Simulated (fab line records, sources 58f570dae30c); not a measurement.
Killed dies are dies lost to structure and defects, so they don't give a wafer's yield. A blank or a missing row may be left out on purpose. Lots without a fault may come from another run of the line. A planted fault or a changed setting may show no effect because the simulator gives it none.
Problem report in the 8D (eight disciplines) form, filled by code | flow berkeley_cmos170 | the parts of the form that need people (team, actions taken, sign-off) are left out

1. THE PROBLEM
NWELL_NITRIDE_THK at UCB170_NWELL_THK_MEAS_05 reads a mean of 65.7 nm on 9 wafers of 3 lots; wafers without a fault read 224.7 nm with a standard deviation of 1.9. That is -84 standard deviations from the usual mean.
First seen on wafer L938.1, day 2 22:28, on film_metro-04. The record holds 45 wafers of 15 lots with a number at this step. Rule for "out", or "out of limits": more than 4 standard deviations from the usual mean. The other wafers with a number count as sound.

2. WHAT IT IS AND WHAT IT IS NOT
question                    | is                                          | is not
which readings at this step | NWELL_NITRIDE_THK                           | -
which lots                  | L938, L939, L940                            | L934, L936, L937, L946, L948, L949, L950, L952, L953, L955, L956, L957
which wafers of those lots  | all that have a number                      | -
read on which gauges        | film_metro-02, film_metro-03, film_metro-04 | -
when                        | from day 2 22:28                            | up to then (9 sound wafers); but 27 sound wafers of L946, L948, L949, L950, L952, L953, L955, L956, L957 came after

3. SUSPECTS, AND WHAT RULES EACH OUT
Counting: a tool at a process step up to the reading stays a suspect if it ran every lot that is out and no sound lot after the first of them.
- the gauge at UCB170_NWELL_THK_MEAS_05: ruled out. The wafers that are out were read on 3 gauges (film_metro-02, film_metro-03, film_metro-04).
- lpcvd-01 at UCB170_NWELL_CVD_04 (deposits Si3N4 from SiH2Cl2/NH3, target thk 224 nm, time 3360 s): ruled out as a lasting fault. Sound lots L950, L955, L956 ran on it after its first lot that is out, L938 (day 2 20:32).
Left after counting: nothing in the record.

4. THE CAUSE (what the simulator had put in)
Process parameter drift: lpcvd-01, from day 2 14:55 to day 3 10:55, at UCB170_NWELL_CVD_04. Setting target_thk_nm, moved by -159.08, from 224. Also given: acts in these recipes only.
Counting ruled it out, wrongly: the rule takes a fault to strike every lot that its tool runs from its start on, and this one did not.

5. THE CHAIN OF EFFECTS, in route order
Each row: a reading whose mean over the struck wafers that have a number lies more than 3 standard deviations from the usual. Only readings for which the record gives a usual standard deviation are gone through. hours: the time from each lot's start at the first step in this table that gives one to its start at this step, as a median over the lots. sigmas: the change in usual standard deviations.
hours | step                     | reading           | usual      | on struck wafers | change | sigmas
0     | UCB170_NWELL_THK_MEAS_05 | NWELL_NITRIDE_THK | 224.7 nm   | 65.7             | -159.0 | -84
1     | UCB170_NWELL_ETCH_13     | oes_product_au    | 0.938 a.u. | 0.537            | -0.401 | -29
The process steps in it:
- UCB170_NWELL_ETCH_13: etches Si3N4 in CH3F/Ar/O2, stops on SiO2, target depth 246.4 nm, time 154 s.

6. WHAT WOULD HAVE CAUGHT IT SOONER
In this record the first reading out of limits at a measuring or inspecting step was taken at day 2 22:28, 8 hours after the fault began at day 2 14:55.
Of the tool readings at UCB170_NWELL_CVD_04 for which the record gives a usual standard deviation, none was out on any struck wafer, so an alarm limit of 4 standard deviations on them would not have fired.
